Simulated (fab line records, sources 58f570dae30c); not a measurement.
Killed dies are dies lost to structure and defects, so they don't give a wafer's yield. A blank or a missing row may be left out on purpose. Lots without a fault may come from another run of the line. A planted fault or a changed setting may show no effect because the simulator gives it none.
Chamber matching | flow berkeley_cmos170 | UCB170_V1_CVD_00 on pecvd-01: 3 sister chambers
The step deposits SiO2 from TEOS/O2, target thk 2000 nm, time 250 s. 14 wafers are shown with their chamber, then 7 later ones without.

WAFERS WITH THEIR CHAMBER
wafer  | chamber | heater_power_w (W)
L678.2 | 1       | 319
L678.4 | 1       | 241
L678.6 | 2       | 261
L682.1 | 1       | 307
L682.4 | 2       | 255
L682.5 | 0       | 252
L685.1 | 0       | 252
L685.4 | 0       | 185
L685.6 | 2       | 260
L692.2 | 0       | 256
L692.3 | 1       | 307
L692.5 | 0       | 184
L693.4 | 1       | 243
L693.5 | 2       | 360

SIGNATURES (means of the wafers above)
reading        | chamber 0 | chamber 1 | chamber 2 | scatter within a chamber
heater_power_w | 225.80    | 283.40    | 284.00    | 41.8
Rule: a wafer's distance from a chamber is the root of the sum, over the readings, of the square of ((its reading less the chamber's mean) divided by the reading's scatter). The wafer belongs to the nearest chamber; if the next one is less than 2 further off, it can't be placed. The scatter: the root of (the sum of the squares of (reading less its chamber's mean) over the shown wafers, divided by (wafers less chambers)).

WAFERS WITHOUT THEIR CHAMBER
wafer  | heater_power_w (W)
L693.6 | 271
L694.1 | 332
L694.2 | 315
L694.4 | 240
L695.3 | 262
L695.4 | 180
L695.6 | 253

WHICH CHAMBER EACH WENT THROUGH
wafer  | from the rows above          | in truth
L693.6 | can't be placed: 1 or 2 or 0 | 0
L694.1 | can't be placed: 2 or 1 or 0 | 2
L694.2 | can't be placed: 2 or 1 or 0 | 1
L694.4 | can't be placed: 0 or 1 or 2 | 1
L695.3 | can't be placed: 1 or 2 or 0 | 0
L695.4 | can't be placed: 0 or 1 or 2 | 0
L695.6 | can't be placed: 0 or 1 or 2 | 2
Placed correctly: 0 of 7. Can't be placed from these rows: 7 (the true chamber is among the candidates in 7). Placed wrongly: 0.
